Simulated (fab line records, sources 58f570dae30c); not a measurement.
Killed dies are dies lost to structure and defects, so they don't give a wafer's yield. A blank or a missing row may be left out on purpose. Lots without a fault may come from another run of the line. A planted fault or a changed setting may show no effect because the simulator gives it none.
Which tool did it? | flow berkeley_cmos170 | 7 lots, 21 wafers sampled, at 3 steps of a route of 331

WHAT THE GAUGES READ, wafer by wafer
UCB170_M1_THK_MEAS_02: measures by xrf.
lot  | measured     | on            | M1_AL_THK (nm)
L345 | day 7 17:01  | film_metro-01 | 600 604 601
L349 | day 8 18:00  | film_metro-01 | 588 583 585
L351 | day 9 00:13  | film_metro-02 | 590 597 597
L361 | day 10 15:50 | film_metro-04 | 609 607 612
L362 | day 11 04:55 | film_metro-01 | 612 611 609
L365 | day 11 16:50 | film_metro-04 | 607 607 608

WHICH TOOL RAN EACH LOT (tool, then ch and the chambers of the sampled wafers, then the start)
lot  | UCB170_NWELL_ETCH_13              | UCB170_WELLDRIVE_ANNEAL_03
L345 | rie_diel-02 ch 1,3, day 2 17:36   | furnace-04 ch 0, day 3 21:28
L349 | rie_diel-03 ch 0,1,3, day 3 16:56 | furnace-04 ch 0, day 5 05:27
L351 | rie_diel-02 ch 2,3, day 4 02:43   | furnace-03 ch 0, day 5 13:48
L355 | rie_diel-02 ch 0,1,3, day 4 13:23 | furnace-03, day 6 03:58
L361 | rie_diel-02 ch 2,3, day 5 22:40   | furnace-04 ch 0, day 7 06:02
L362 | rie_diel-02 ch 2,3, day 6 06:41   | furnace-04 ch 0, day 7 20:08
L365 | rie_diel-04 ch 0,1,3, day 6 18:43 | furnace-04 ch 0, day 8 05:14
- UCB170_NWELL_ETCH_13: etches Si3N4 in CH3F/Ar/O2, stops on SiO2, target depth 246.4 nm, time 154 s.
- UCB170_WELLDRIVE_ANNEAL_03: time 900 s.

THE ANSWER, worked out from the rows above alone
Rule: what is usual is taken from the lots themselves. Put in order of their means at a reading, lots are off if they are a third of the lots or fewer, leave a main group of 4 or more, and stand apart from it by a gap of 3 or more times the standard deviation of the main group's means; of several such gaps the widest counts. A main group whose means are all the same, to the digits that the tables above print for the reading, isn't used. A lot without any number at a reading at which 4 lots or more have one is off too. The other lots that the step has rows for count as sound.
No lot is off at any reading shown: from this, nothing can be told.

WHAT THE SIMULATOR HAD PUT IN
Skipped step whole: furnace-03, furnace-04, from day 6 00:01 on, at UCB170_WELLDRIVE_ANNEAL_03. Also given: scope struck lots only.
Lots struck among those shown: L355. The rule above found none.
